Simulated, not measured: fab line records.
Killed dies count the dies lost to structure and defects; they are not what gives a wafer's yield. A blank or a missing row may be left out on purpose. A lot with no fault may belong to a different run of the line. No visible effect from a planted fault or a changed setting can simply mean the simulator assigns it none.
What tool caused it? || flow berkeleyCmos170 || Sampling: 13 lots, 39 wafers, 3 of 331 route steps

## WHAT EACH GAUGE READ, for each wafer
UCB170_SILICIDE_RS_MEAS_02: measurement is done with a four-point probe.
{"lot": "L823", "measured": "day 7 23:32", "on": "filmMetro-03", "SILICIDE_TI_RS (ohm/sq)": "26.0 26.1 25.7"}
{"lot": "L825", "measured": "day 8 08:49", "on": "filmMetro-01", "SILICIDE_TI_RS (ohm/sq)": "25.8 26.2 25.8"}
{"lot": "L824", "measured": "day 8 09:34", "on": "filmMetro-04", "SILICIDE_TI_RS (ohm/sq)": "26.7 26.3 26.4"}
{"lot": "L827", "measured": "day 8 22:24", "on": "filmMetro-04", "SILICIDE_TI_RS (ohm/sq)": "27.0 26.8 26.6"}
{"lot": "L830", "measured": "day 9 12:32", "on": "filmMetro-04", "SILICIDE_TI_RS (ohm/sq)": "25.9 25.9 25.7"}
{"lot": "L828", "measured": "day 9 15:11", "on": "filmMetro-04", "SILICIDE_TI_RS (ohm/sq)": "26.2 25.9 26.3"}
{"lot": "L829", "measured": "day 9 15:11", "on": "filmMetro-03", "SILICIDE_TI_RS (ohm/sq)": "26.2 26.0 26.2"}
{"lot": "L831", "measured": "day 9 15:19", "on": "filmMetro-01", "SILICIDE_TI_RS (ohm/sq)": "26.0 26.1 26.4"}
{"lot": "L835", "measured": "day 11 03:14", "on": "filmMetro-03", "SILICIDE_TI_RS (ohm/sq)": "26.2 26.4 26.4"}
{"lot": "L839", "measured": "day 12 07:31", "on": "filmMetro-03", "SILICIDE_TI_RS (ohm/sq)": "31.4 26.1 26.3"}
{"lot": "L842", "measured": "day 12 08:51", "on": "filmMetro-04", "SILICIDE_TI_RS (ohm/sq)": "26.0 25.9 25.9"}
{"lot": "L845", "measured": "day 14 01:03", "on": "filmMetro-03", "SILICIDE_TI_RS (ohm/sq)": "25.9 25.7 26.1"}
{"lot": "L846", "measured": "day 14 09:17", "on": "filmMetro-01", "SILICIDE_TI_RS (ohm/sq)": "26.3 26.0 26.4"}

UCB170_SILICIDE_THK_MEAS_03: measures by xrf.
{"lot": "L823", "measured": "day 7 23:37", "on": "filmMetro-03", "SILICIDE_TI_THK (nm)": "29.7 29.6 30.1"}
{"lot": "L825", "measured": "day 8 08:56", "on": "filmMetro-01", "SILICIDE_TI_THK (nm)": "30.5 30.1 30.5"}
{"lot": "L824", "measured": "day 8 09:41", "on": "filmMetro-04", "SILICIDE_TI_THK (nm)": "29.5 29.7 29.6"}
{"lot": "L827", "measured": "day 8 22:31", "on": "filmMetro-04", "SILICIDE_TI_THK (nm)": "29.1 29.2 29.5"}
{"lot": "L830", "measured": "day 9 12:40", "on": "filmMetro-04", "SILICIDE_TI_THK (nm)": "30.0 30.1 30.0"}
{"lot": "L828", "measured": "day 9 15:17", "on": "filmMetro-04", "SILICIDE_TI_THK (nm)": "29.6 30.0 29.7"}
{"lot": "L829", "measured": "day 9 15:17", "on": "filmMetro-03", "SILICIDE_TI_THK (nm)": "29.8 30.0 29.6"}
{"lot": "L831", "measured": "day 9 15:25", "on": "filmMetro-01", "SILICIDE_TI_THK (nm)": "30.2 30.1 29.7"}
{"lot": "L835", "measured": "day 11 03:22", "on": "filmMetro-03", "SILICIDE_TI_THK (nm)": "29.7 29.6 29.5"}
{"lot": "L839", "measured": "day 12 07:37", "on": "filmMetro-03", "SILICIDE_TI_THK (nm)": "25.5 30.0 29.5"}
{"lot": "L842", "measured": "day 12 08:58", "on": "filmMetro-04", "SILICIDE_TI_THK (nm)": "29.8 30.0 29.9"}
{"lot": "L845", "measured": "day 14 01:09", "on": "filmMetro-03", "SILICIDE_TI_THK (nm)": "30.1 30.2 29.8"}
{"lot": "L846", "measured": "day 14 09:25", "on": "filmMetro-01", "SILICIDE_TI_THK (nm)": "30.0 30.2 29.9"}

## EACH LOT AND THE TOOL THAT RAN IT (in order: tool; ch and the chambers of the sampled wafers; start)
{"lot": "L823", "UCB170_SILICIDE_SPUTTER_01": "pvdSputter-02, day 7 23:26"}
{"lot": "L825", "UCB170_SILICIDE_SPUTTER_01": "pvdSputter-03, day 8 08:46"}
{"lot": "L824", "UCB170_SILICIDE_SPUTTER_01": "pvdSputter-02, day 8 09:32"}
{"lot": "L827", "UCB170_SILICIDE_SPUTTER_01": "pvdSputter-02, day 8 22:22"}
{"lot": "L830", "UCB170_SILICIDE_SPUTTER_01": "pvdSputter-03, day 9 12:31"}
{"lot": "L828", "UCB170_SILICIDE_SPUTTER_01": "pvdSputter-02, day 9 15:08"}
{"lot": "L829", "UCB170_SILICIDE_SPUTTER_01": "pvdSputter-04, day 9 15:08"}
{"lot": "L831", "UCB170_SILICIDE_SPUTTER_01": "pvdSputter-03, day 9 15:15"}
{"lot": "L835", "UCB170_SILICIDE_SPUTTER_01": "pvdSputter-02, day 11 03:13"}
{"lot": "L839", "UCB170_SILICIDE_SPUTTER_01": "pvdSputter-02, day 12 07:26"}
{"lot": "L842", "UCB170_SILICIDE_SPUTTER_01": "pvdSputter-04, day 12 08:48"}
{"lot": "L845", "UCB170_SILICIDE_SPUTTER_01": "pvdSputter-03, day 14 00:59"}
{"lot": "L846", "UCB170_SILICIDE_SPUTTER_01": "pvdSputter-04, day 14 09:07"}
- UCB170_SILICIDE_SPUTTER_01: material Ti, target thk 30 nm, time 25 s.

## WHAT THE TOOLS THEMSELVES READ (means of the sampled wafers that have a number; where no wafer has one, the mark that the record gives instead)
UCB170_SILICIDE_SPUTTER_01.
{"lot": "L823", "tool": "pvdSputter-02", "throttleValvePct (%)": 30.3}
{"lot": "L825", "tool": "pvdSputter-03", "throttleValvePct (%)": 30.3}
{"lot": "L824", "tool": "pvdSputter-02", "throttleValvePct (%)": 31.3}
{"lot": "L827", "tool": "pvdSputter-02", "throttleValvePct (%)": 31.0}
{"lot": "L830", "tool": "pvdSputter-03", "throttleValvePct (%)": 30.3}
{"lot": "L828", "tool": "pvdSputter-02", "throttleValvePct (%)": 30.0}
{"lot": "L829", "tool": "pvdSputter-04", "throttleValvePct (%)": 29.6}
{"lot": "L831", "tool": "pvdSputter-03", "throttleValvePct (%)": 30.5}
{"lot": "L835", "tool": "pvdSputter-02", "throttleValvePct (%)": 31.2}
{"lot": "L839", "tool": "pvdSputter-02", "throttleValvePct (%)": 31.2}
{"lot": "L842", "tool": "pvdSputter-04", "throttleValvePct (%)": 28.9}
{"lot": "L845", "tool": "pvdSputter-03", "throttleValvePct (%)": 30.3}
{"lot": "L846", "tool": "pvdSputter-04", "throttleValvePct (%)": 29.7}

## THE ANSWER, worked out from the rows above alone
Rule: the usual values come from the lots themselves. The widest of any qualifying gaps counts: lots, ordered by their means at a reading, are off when they make up no more than a third of the lots, leave a main group of 4 or more, and stand apart from it by 3 or more times the standard deviation of that group's means. A main group whose means are all the same, to the digits that the tables above print for the reading, isn't used. A lot without any number at a reading at which 4 lots or more have one is off too. Where the step has rows for the other lots, those lots are counted as sound. The gauges are gone through in route order, then the tools' own readings, and for those a lot's mean is taken as printed above. The first step at which some lot is off is used, and at that step the reading that is off furthest; a lot without a number counts as furthest.
Off: at UCB170_SILICIDE_RS_MEAS_02 (SILICIDE_TI_RS), L839. Mean 26.1 ohm/sq and standard deviation 0.27 in the main group.
A tool fits if, at a process step before that reading, it ran every lot that is off, and no sound lot after the first of them. Gauges at UCB170_SILICIDE_RS_MEAS_02: tried the same way as those tools. One candidate fits, namely pvdSputter-02 at UCB170_SILICIDE_SPUTTER_01. A fault onset in the window from L835 (day 11 03:13, its last sound lot) to L839 (day 12 07:26, its first lot off) fits.

## WHAT THE SIMULATOR PUT IN
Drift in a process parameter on pvdSputter-02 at UCB170_SILICIDE_SPUTTER_01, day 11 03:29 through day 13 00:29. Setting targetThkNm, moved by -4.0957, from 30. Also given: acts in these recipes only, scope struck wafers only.
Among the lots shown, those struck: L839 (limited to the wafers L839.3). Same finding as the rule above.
